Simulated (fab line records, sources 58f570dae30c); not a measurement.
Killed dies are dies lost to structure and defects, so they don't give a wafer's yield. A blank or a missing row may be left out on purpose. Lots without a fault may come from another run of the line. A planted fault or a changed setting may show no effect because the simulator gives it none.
fab line records | flow berkeley_cmos170
record lots=5 wafers=23
route steps=331 shown PVT@123 GATE@125 FIELD@126 NLDD@166 PSD@179 NSD@191 SILICIDE@211 M1@238
start_h: hours from the record's first day to the start of the lot's first wafer shown | wait_h: hours since the lot's step before | " the same as in the row above | L1.1+2: a row that stands for several wafers | - no value, or no start given | * or withheld: withheld | < > ~ a bound
route shown NAME@n: a module of which the file shows steps, and the number in the route of the first | usual: mean/standard deviation of fault-free wafers | same: alike in all rows | chamber/n: place in a boat | sites: the reading at each site | _std_site: their standard deviation | _edge_site: outer sites' mean less inner sites' | radius_mm: how far each site lies from the wafer's centre | mask NAME#n: copy n | behind: the tool/chamber that last shaped the wafer | hold: why the lot was held/for how many hours/how that ended | device: the transistor (n, p or np) that didn't switch | end of line: the same wafers' tests at the end of the route | a step without rows: its recipe alone | killed: dies lost to structure and defects at the first sort, not the wafer's yield | map: a wafer's dies, x killed, . not, _ none there
set.NAME: the setting as run; set.NAME@STEP: as run at that earlier step | model.NAME: the simulator's own value behind a step, which no gauge read
lots whose settings were changed on purpose; a table a step, a row a wafer
## steps
# step UCB170_PVT_STRIP_08
# recipe chemistry=O2 power_w=400 pressure_mtorr=3500 platen_temp_c=withheld o2_flow_sccm=400 overash_fraction=0.5
# usual oes_product_au=0.735/0.0041 strip_time_to_endpoint_s=21.65/0.052
# columns lot.wafer tool chamber start_h wait_h set.o2_flow_sccm oes_product_au strip_time_to_endpoint_s
L074.1 plasma_asher-02 1 120.94 0.1 400 0.736 21.64
L074.5 " 1 " " 400 0.736 21.56
L074.6 " 0 " " 400 0.741 21.58
L076.1 plasma_asher-03 0 143.46 0.1 448.8 0.748 21.37
L076.2 " 1 " " 448.8 0.749 21.30
L076.3 " 1 " " 448.8 0.738 21.34
L076.4 " 0 " " 400 0.739 21.63
L076.6 " 0 " " 400 0.732 21.70
L078.1 plasma_asher-04 0 143.70 0.1 445.6 0.745 21.26
L078.2 " 1 " " 445.6 0.738 21.22
L078.3 " 0 " " 400 0.735 21.51
L078.4 " 1 " " 400 0.732 21.58
L078.5 " 1 " " 400 0.732 21.63
L079.1 plasma_asher-02 0 148.65 0.1 400 0.730 21.62
L079.3 " 0 " " 444.3 0.744 21.37
L079.4 " 1 " " 400 0.725 21.65
L079.5 " 1 " " 444.3 0.741 21.34
L079.6 " 0 " " 400 0.731 21.63
L077.1 plasma_asher-03 1 148.71 0.1 400 0.737 21.73
L077.2 " 0 " " 343.4 0.725 22.19
L077.3 " 1 " " 343.4 0.724 22.27
L077.4 " 0 " " 400 0.739 21.68
L077.6 " 0 " " 343.4 0.721 22.19
# step UCB170_GATE_WET_ETCH_00
# recipe chemistry=dHF dilution=25:1 target=SiO2 temp_c=25 time_s=200
# step UCB170_FIELD_THK_MEAS_91
# recipe reads=SiO2_of_FIELD_OXIDATION_01
# usual FIELD_OXIDE_LEFT_2_THK=353/9.6
# columns lot.wafer tool chamber start_h wait_h set.ox_time_s@FIELD_OXIDATION_01 FIELD_OXIDE_LEFT_2_THK[nm]
L074.1 film_metro-04 - 121.88 0.0 7200 362
L074.5 " - " " 7200 361
L074.6 " - " " 7200 358
L076.1 film_metro-01 - 143.68 0.0 6195 311
L076.2 " - " " 6195 313
L076.3 " - " " 6195 314
L076.4 " - " " 6195 324
L076.6 " - " " 6195 316
L078.1 film_metro-04 - 143.93 0.0 7720 388
L078.2 " - " " 7720 388
L078.3 " - " " 7720 395
L078.4 " - " " 7720 392
L078.5 " - " " 7720 384
L079.1 film_metro-01 - 148.88 0.0 6524 303
L079.3 " - " " 6524 315
L079.4 " - " " 6524 309
L079.5 " - " " 6524 311
L079.6 " - " " 6524 313
L077.1 film_metro-03 - 148.95 0.0 6331 305
L077.2 " - " " 6331 299
L077.3 " - " " 6331 308
L077.4 " - " " 6331 297
L077.6 " - " " 6331 308
# step UCB170_GATE_EXPOSE_09
# recipe mask_id=POLY target_cd_nm=350 na=0.5 sigma_outer=0.6 source_shape=conventional dose_mj=21
# columns lot.wafer tool chamber start_h wait_h mask set.dose_mj
L074.1+5+6 krf_scanner-01 0 134.16 - POLY#0 21
L078.1+2+3+4+5 krf_scanner-02 0 165.29 - POLY#0 21
L076.1+3+4 krf_scanner-01 0 165.53 - POLY#0 21
L076.2+6 " 0 " " POLY#0 22.04
L079.1+5 krf_scanner-02 0 165.78 - POLY#0 20.26
L079.3+4+6 " 0 " " POLY#0 21
L077.1+3 krf_scanner-01 0 166.02 - POLY#0 19.52
L077.2+4+6 " 0 " " POLY#0 21
# step UCB170_GATE_PEB_10
# recipe peb_temp_c=130 peb_time_s=withheld resist=KrF
# step UCB170_GATE_DEVELOP_11
# recipe developer=TMAH develop_time_s=45 resist=KrF dev_temp_c=21
# step UCB170_GATE_CD_MEAS_12
# recipe target_cd_nm=350
# usual cd_nm=349.8/1.3
# columns lot.wafer tool chamber start_h wait_h set.dose_mj@GATE_EXPOSE_09 cd_nm
L074.1 cd_sem-02 - 135.34 - 21 351.2
L074.5 " - " " 21 351.1
L074.6 " - " " 21 351.4
L078.1 cd_sem-01 - 166.39 - 21 350.5
L078.2 " - " " 21 350.2
L078.3 " - " " 21 350.7
L078.4 " - " " 21 351.5
L078.5 " - " " 21 350.6
L076.1 cd_sem-01 - 166.84 - 21 348.3
L076.2 " - " " 22.04 340.9
L076.3 " - " " 21 348.9
L076.4 " - " " 21 349.4
L076.6 " - " " 22.04 339.8
L079.1 cd_sem-02 - 166.88 - 20.26 358.2
L079.3 " - " " 21 351.9
L079.4 " - " " 21 350.4
L079.5 " - " " 20.26 358.3
L079.6 " - " " 21 353.0
L077.1 cd_sem-01 - 167.12 - 19.52 362.6
L077.2 " - " " 21 350.0
L077.3 " - " " 19.52 363.2
L077.4 " - " " 21 350.2
L077.6 " - " " 21 350.5
# step UCB170_GATE_ETCH_15
# recipe chemistry=HBr/Cl2 target=poly-Si stop_on=SiO2 over_etch_frac=0.3 icp_w=300 bias_w=150 time_s=56.3 pressure_mtorr=15 HBr_flow_sccm=150 Cl2_flow_sccm=50 target_depth_a=2782
# columns lot.wafer tool chamber start_h wait_h set.icp_w set.dose_mj@GATE_EXPOSE_09 model.GATE.cd_nm
L074.1 rie_si-02 0 135.53 - 300 21 351.5
L074.5 " 0 " " 300 21 351.6
L074.6 " 2 " " 300 21 352.2
L078.1 rie_si-02 1 166.59 - 300 21 351.2
L078.2 " 3 " " 300 21 349.8
L078.3 " 2 " " 300 21 349.7
L078.4 " 0 " " 300 21 351.3
L078.5 " 1 " " 300 21 350.8
L076.1 rie_si-01 2 167.04 - 300 21 349.2
L076.2 " 0 " " 300 22.04 340.8
L076.3 " 1 " " 300 21 348.7
L076.4 " 3 " " 300 21 349.9
L076.6 " 2 " " 300 22.04 340.7
L079.1 rie_si-02 1 167.07 - 328.3 20.26 358.3
L079.3 " 3 " " 300 21 352.6
L079.4 " 0 " " 300 21 350.9
L079.5 " 2 " " 328.3 20.26 359.2
L079.6 " 3 " " 328.3 21 352.5
L077.1 rie_si-01 1 167.31 - 300 19.52 361.3
L077.2 " 0 " " 300 21 349.3
L077.3 " 3 " " 287 19.52 363.8
L077.4 " 2 " " 287 21 350.2
L077.6 " 2 " " 300 21 349.8
# step UCB170_GATE_STRIP_16
# recipe chemistry=O2 power_w=400 pressure_mtorr=3500 platen_temp_c=withheld o2_flow_sccm=400 overash_fraction=0.5
# step UCB170_GATE_CD_MEAS_90
# recipe target_cd_nm=350
# usual cd_nm=350.0/1.5
# columns lot.wafer tool chamber start_h wait_h set.dose_mj@GATE_EXPOSE_09 cd_nm
L074.1 cd_sem-01 - 135.68 0.1 21 351.6
L074.5 " - " " 21 351.6
L074.6 " - " " 21 352.0
L078.1 cd_sem-02 - 166.74 0.1 21 351.0
L078.2 " - " " 21 349.7
L078.3 " - " " 21 349.9
L078.4 " - " " 21 351.5
L078.5 " - " " 21 350.8
L076.1 cd_sem-02 - 167.19 0.1 21 349.5
L076.2 " - " " 22.04 341.0
L076.3 " - " " 21 348.9
L076.4 " - " " 21 350.1
L076.6 " - " " 22.04 340.7
L079.1 cd_sem-01 - 167.24 0.1 20.26 358.3
L079.3 " - " " 21 352.5
L079.4 " - " " 21 351.2
L079.5 " - " " 20.26 359.4
L079.6 " - " " 21 352.4
L077.1 cd_sem-01 - 167.46 0.1 19.52 361.5
L077.2 " - " " 21 349.1
L077.3 " - " " 19.52 363.5
L077.4 " - " " 21 350.2
L077.6 " - " " 21 349.7
# step UCB170_NLDD_IMPLANT_08
# recipe species=As dose_cm2=5e+13 energy_kev=30 tilt_deg=7 rotation_deg=0
# columns lot.wafer tool chamber start_h wait_h set.tilt_deg
L074.1+5+6 implanter-02 0 140.28 0.0 7
L078.1+3+5 implanter-04 0 173.50 0.0 7
L078.2+4 " 0 " " 6.188
L076.1+2+3+4+6 implanter-03 0 173.63 0.0 7
L079.1+6 implanter-04 0 173.90 0.0 5.99
L079.3+4+5 " 0 " " 7
L077.1+2+3+4+6 implanter-02 0 174.18 0.0 7
# step UCB170_PSD_PEB_04
# recipe peb_temp_c=130 peb_time_s=withheld resist=KrF
# columns lot.wafer tool chamber start_h wait_h set.peb_temp_c
L074.1+5+6 litho_track-03 0 - - 130
L078.1+2+3+4+5 litho_track-03 0 182.24 0.6 130
L076.1+4+6 litho_track-04 0 182.36 0.6 130
L076.2+3 " 0 " " 133.8
L079.1+3+5 litho_track-02 0 182.51 0.6 130
L079.4+6 " 0 " " 128.8
L077.1+3+4 litho_track-04 0 182.63 0.3 133.1
L077.2+6 " 0 " " 130
# step UCB170_PSD_DEVELOP_05
# recipe developer=TMAH develop_time_s=45 resist=KrF dev_temp_c=21
# step UCB170_PSD_CD_MEAS_06
# recipe target_cd_nm=1200
# usual cd_nm=1199.8/1.5
# columns lot.wafer tool chamber start_h wait_h set.peb_temp_c@PSD_PEB_04 cd_nm
L074.1 cd_sem-01 - 146.07 - 130 1200.8
L074.5 " - " " 130 1201.7
L074.6 " - " " 130 1200.7
L078.1 cd_sem-02 - 182.51 - 130 1200.7
L078.2 " - " " 130 1202.9
L078.3 " - " " 130 1202.8
L078.4 " - " " 130 1202.2
L078.5 " - " " 130 1202.6
L076.1 cd_sem-01 - 182.63 - 130 1200.8
L076.2 " - " " 133.8 1223.3
L076.3 " - " " 133.8 1222.8
L076.4 " - " " 130 1200.8
L076.6 " - " " 130 1201.6
L079.1 cd_sem-02 - 182.79 - 130 1201.2
L079.3 " - " " 130 1200.7
L079.4 " - " " 128.8 1191.4
L079.5 " - " " 130 1199.0
L079.6 " - " " 128.8 1191.3
L077.1 cd_sem-01 - 182.91 - 133.1 1219.6
L077.2 " - " " 130 1201.5
L077.3 " - " " 133.1 1220.2
L077.4 " - " " 133.1 1218.2
L077.6 " - " " 130 1201.1
# step UCB170_NSD_PEB_04
# recipe peb_temp_c=130 peb_time_s=withheld resist=KrF
# columns lot.wafer tool chamber start_h wait_h set.peb_temp_c
L074.1+5+6 litho_track-04 0 148.47 0.3 130
L079.1+4 litho_track-03 0 184.72 0.2 128
L079.3+5+6 " 0 " " 130
L076.1+4 litho_track-01 0 184.99 0.2 130
L076.2+3+6 " 0 " " 133.8
L078.1+2+3 litho_track-01 0 185.27 0.1 129
L078.4+5 " 0 " " 130
L077.1+2+3+4+6 litho_track-04 0 185.44 0.2 130
# step UCB170_NSD_DEVELOP_05
# recipe developer=TMAH develop_time_s=45 resist=KrF dev_temp_c=21
# step UCB170_NSD_CD_MEAS_06
# recipe target_cd_nm=1200
# usual cd_nm=1199.9/1.3
# columns lot.wafer tool chamber start_h wait_h set.peb_temp_c@NSD_PEB_04 cd_nm
L074.1 cd_sem-01 - 148.74 - 130 1200.8
L074.5 " - " " 130 1198.4
L074.6 " - " " 130 1200.4
L079.1 cd_sem-01 - 184.99 - 128 1185.7
L079.3 " - " " 130 1197.5
L079.4 " - " " 128 1185.2
L079.5 " - " " 130 1200.0
L079.6 " - " " 130 1199.0
L076.1 cd_sem-02 - 185.27 - 130 1199.3
L076.2 " - " " 133.8 1222.2
L076.3 " - " " 133.8 1222.2
L076.4 " - " " 130 1200.7
L076.6 " - " " 133.8 1222.5
L078.1 cd_sem-02 - 185.54 - 129 1190.2
L078.2 " - " " 129 1190.7
L078.3 " - " " 129 1190.4
L078.4 " - " " 130 1197.8
L078.5 " - " " 130 1198.4
L077.1 cd_sem-01 - 185.72 - 130 1202.0
L077.2 " - " " 130 1200.8
L077.3 " - " " 130 1200.4
L077.4 " - " " 130 1200.8
L077.6 " - " " 130 1198.8
# step UCB170_NSD_IMPLANT_08
# recipe species=P dose_cm2=3e+15 energy_kev=40 tilt_deg=7
# step UCB170_SDANNEAL_RS_MEAS_05
# recipe thk_meas_gauge=four-point-probe
# usual NLDD_RS=615.9/1.9
# columns lot.wafer tool chamber start_h wait_h set.tilt_deg@NLDD_IMPLANT_08 NLDD_RS[ohm/sq]
L074.1 film_metro-02 - 150.85 0.1 7 619.4
L074.5 " - " " 7 617.8
L074.6 " - " " 7 620.3
L079.1 film_metro-02 - 187.20 0.1 5.99 607.1
L079.3 " - " " 7 613.3
L079.4 " - " " 7 614.4
L079.5 " - " " 7 614.3
L079.6 " - " " 5.99 609.8
L076.1 film_metro-03 - 187.33 0.1 7 617.3
L076.2 " - " " 7 616.1
L076.3 " - " " 7 616.4
L076.4 " - " " 7 616.2
L076.6 " - " " 7 617.1
L078.1 film_metro-04 - 187.86 0.1 7 615.4
L078.2 " - " " 6.188 613.7
L078.3 " - " " 7 617.5
L078.4 " - " " 6.188 613.4
L078.5 " - " " 7 618.1
L077.1 film_metro-02 - 187.86 0.1 7 616.5
L077.2 " - " " 7 614.4
L077.3 " - " " 7 615.0
L077.4 " - " " 7 616.5
L077.6 " - " " 7 616.7
# step UCB170_SILICIDE_SPUTTER_01
# recipe material=Ti target_thk_nm=30 time_s=25 power_w=1500 chamber_pressure_pa=0.5
# columns lot.wafer tool chamber start_h wait_h set.time_s model.Ti_of_SILICIDE_SPUTTER_01.thk_nm
L074.1+6 pvd_sputter-01 - 151.04 0.0 25 30.23
L074.5 " - " " 25 29.84
L079.1+3 pvd_sputter-01 - 187.39 0.0 25 29.93
L079.4 " - " " 25 30.15
L079.5 " - " " 25 30.41
L079.6 " - " " 25 29.99
L076.1 pvd_sputter-04 - 187.51 0.0 25.94 31.28
L076.2 " - " " 25 30.4
L076.3 " - " " 25 30.15
L076.4 " - " " 25 30.26
L076.6 " - " " 25.94 31.68
L078.1 pvd_sputter-01 - 188.05 0.0 25 30.83
L078.2 " - " " 25 30.82
L078.3 " - " " 25 30.44
L078.4 " - " " 25 30.45
L078.5 " - " " 25 30.63
L077.1 pvd_sputter-04 - 188.05 0.0 25 30.58
L077.2 " - " " 22.02 26.64
L077.3 " - " " 22.02 26.68
L077.4 " - " " 25 30.4
L077.6 " - " " 25 30.07
# step UCB170_SILICIDE_RS_MEAS_02
# recipe thk_meas_gauge=four-point-probe reads=Ti_of_SILICIDE_SPUTTER_01
# usual SILICIDE_TI_RS=25.95/0.29
# columns lot.wafer tool chamber start_h wait_h set.time_s@SILICIDE_SPUTTER_01 SILICIDE_TI_RS[ohm/sq]
L074.1 film_metro-01 - 151.07 0.0 25 25.82
L074.5 " - " " 25 26.20
L074.6 " - " " 25 25.84
L079.1 film_metro-01 - 187.42 0.0 25 26.15
L079.3 " - " " 25 26.15
L079.4 " - " " 25 25.89
L079.5 " - " " 25 25.66
L079.6 " - " " 25 26.11
L076.1 film_metro-03 - 187.54 0.0 25.94 24.89
L076.2 " - " " 25 25.70
L076.3 " - " " 25 26.00
L076.4 " - " " 25 25.87
L076.6 " - " " 25.94 24.50
L078.1 film_metro-03 - 188.08 0.0 25 25.29
L078.2 " - " " 25 25.27
L078.3 " - " " 25 25.67
L078.4 " - " " 25 25.70
L078.5 " - " " 25 25.51
L077.1 film_metro-01 - 188.08 0.0 25 25.46
L077.2 " - " " 22.02 29.97
L077.3 " - " " 22.02 29.93
L077.4 " - " " 25 25.72
L077.6 " - " " 25 26.01
# step UCB170_SILICIDE_THK_MEAS_03
# recipe thk_meas_gauge=xrf reads=Ti_of_SILICIDE_SPUTTER_01
# usual SILICIDE_TI_THK=30.24/0.29
# columns lot.wafer tool chamber start_h wait_h set.time_s@SILICIDE_SPUTTER_01 SILICIDE_TI_THK[nm]
L074.1 film_metro-01 - 151.19 0.1 25 30.32
L074.5 " - " " 25 29.88
L074.6 " - " " 25 30.34
L079.1 film_metro-01 - 187.54 0.1 25 30.05
L079.3 " - " " 25 30.05
L079.4 " - " " 25 30.33
L079.5 " - " " 25 30.49
L079.6 " - " " 25 30.16
L076.1 film_metro-03 - 187.66 0.1 25.94 31.26
L076.2 " - " " 25 30.34
L076.3 " - " " 25 29.95
L076.4 " - " " 25 30.19
L076.6 " - " " 25.94 31.55
L078.1 film_metro-03 - 188.20 0.1 25 30.69
L078.2 " - " " 25 30.63
L078.3 " - " " 25 30.37
L078.4 " - " " 25 30.33
L078.5 " - " " 25 30.63
L077.1 film_metro-01 - 188.20 0.1 25 30.79
L077.2 " - " " 22.02 26.93
L077.3 " - " " 22.02 26.82
L077.4 " - " " 25 30.70
L077.6 " - " " 25 30.25
# step UCB170_M1_SPUTTER_00
# recipe material=Al target_thk_nm=600 time_s=80 power_w=6000 chamber_pressure_pa=0.5
# columns lot.wafer tool chamber start_h wait_h set.chamber_pressure_pa model.Al_of_M1_SPUTTER_00.thk_nm
L074.1 pvd_sputter-02 - 157.76 0.0 0.5 597.6
L074.5 " - " " 0.5 591.9
L074.6 " - " " 0.5 593.6
L079.1 pvd_sputter-03 - 194.27 0.0 0.5216 592
L079.3 " - " " 0.5216 594
L079.4 " - " " 0.5216 606.5
L079.5 " - " " 0.5216 596.6
L079.6 " - " " 0.5216 596.4
L076.1 pvd_sputter-01 - 194.46 0.0 0.4646 608.5
L076.2 " - " " 0.4646 614.4
L076.3 " - " " 0.4646 616.3
L076.4 " - " " 0.4646 622
L076.6 " - " " 0.4646 618.8
L078.1 pvd_sputter-03 - 194.65 0.0 0.5315 604.1
L078.2 " - " " 0.5315 590.7
L078.3 " - " " 0.5315 584.3
L078.4 " - " " 0.5315 594.2
L078.5 " - " " 0.5315 589.1
L077.1 pvd_sputter-02 - 194.84 0.0 0.5598 572.4
L077.2 " - " " 0.5598 575.2
L077.3 " - " " 0.5598 578.3
L077.4 " - " " 0.5598 576.9
L077.6 " - " " 0.5598 573.1
# step UCB170_M1_METAL_ETCH_12
# recipe chemistry=Cl2/BCl3 target=Al stop_on=PSG pressure_mtorr=12 target_depth_a=7800 over_etch_frac=0.3 time_s=130 icp_w=600 bias_w=120 Cl2_flow_sccm=90 bcl3_flow_sccm=45
# columns lot.wafer tool chamber start_h wait_h set.time_s model.KrF_of_M1_COAT_04.thk_nm
L074.1 rie_metal-03 0 159.67 - 130 421.2
L074.5 " 0 " " 130 422
L074.6 " 1 " " 130 402.7
L079.1 rie_metal-03 1 196.07 - 130 411.5
L079.3 " 0 " " 130 430.2
L079.4 " 1 " " 130 411.6
L079.5 " 1 " " 130 410.8
L079.6 " 0 " " 130 433.1
L076.1 rie_metal-01 1 196.33 - 148.9 374.5
L076.2 " 0 " " 148.9 363.8
L076.3 " 0 " " 148.9 358.5
L076.4 " 1 " " 130 442.6
L076.6 " 1 " " 130 435.7
L078.1 rie_metal-03 0 196.37 - 115.1 489
L078.2 " 1 " " 115.1 465.8
L078.3 " 0 " " 130 426.8
L078.4 " 1 " " 130 419.7
L078.5 " 0 " " 130 432
L077.1 rie_metal-01 0 196.67 - 130 419.4
L077.2 " 1 " " 130 433
L077.3 " 1 " " 130 435.2
L077.4 " 0 " " 130 417.6
L077.6 " 1 " " 130 428.8
## key
split step=UCB170_PVT_STRIP_08 setting=o2_flow_sccm stated=400 by=wafer
response step=UCB170_PVT_STRIP_08 reading=oes_product_au change=+0.000955 per=1% r=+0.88
response step=UCB170_PVT_STRIP_08 reading=strip_time_to_endpoint_s change=* per=1% r=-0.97
split step=UCB170_GATE_EXPOSE_09 setting=dose_mj stated=21 by=wafer
response step=UCB170_GATE_CD_MEAS_12 reading=cd_nm change=-1.79 per=1% r=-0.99
response step=UCB170_GATE_ETCH_15 reading=model.GATE.cd_nm change=-1.8 per=1% r=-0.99
response step=UCB170_GATE_CD_MEAS_90 reading=cd_nm change=-1.82 per=1% r=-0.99
split step=UCB170_GATE_ETCH_15 setting=icp_w stated=300 by=wafer
response none clear
split step=UCB170_NLDD_IMPLANT_08 setting=tilt_deg stated=7 by=wafer
response step=UCB170_SDANNEAL_RS_MEAS_05 reading=NLDD_RS change=+0.351 per=1% r=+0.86
split step=UCB170_PSD_PEB_04 setting=peb_temp_c stated=130 by=wafer
response step=UCB170_PSD_CD_MEAS_06 reading=cd_nm change=+7.65 per=1% r=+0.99
split step=UCB170_NSD_PEB_04 setting=peb_temp_c stated=130 by=wafer
response step=UCB170_NSD_CD_MEAS_06 reading=cd_nm change=+7.98 per=1% r=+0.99
split step=UCB170_SILICIDE_SPUTTER_01 setting=time_s stated=25 by=wafer
response step=UCB170_SILICIDE_SPUTTER_01 reading=model.Ti_of_SILICIDE_SPUTTER_01.thk_nm change=+0.31 per=1% r=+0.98
response step=UCB170_SILICIDE_RS_MEAS_02 reading=SILICIDE_TI_RS change=-0.35 per=1% r=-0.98
response step=UCB170_SILICIDE_THK_MEAS_03 reading=SILICIDE_TI_THK change=+0.313 per=1% r=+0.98
split step=UCB170_M1_SPUTTER_00 setting=chamber_pressure_pa stated=0.5 by=lot
response step=UCB170_M1_SPUTTER_00 reading=model.Al_of_M1_SPUTTER_00.thk_nm change=-1.97 per=1% r=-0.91
split step=UCB170_M1_METAL_ETCH_12 setting=time_s stated=130 by=wafer
response step=UCB170_M1_METAL_ETCH_12 reading=model.KrF_of_M1_COAT_04.thk_nm change=-4.83 per=1% r=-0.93
split outside_this_file step=UCB170_FIELD_OXIDATION_01 setting=ox_time_s
# split outside_this_file: this setting was split too, and the file shows its column; the key of that split is in another file
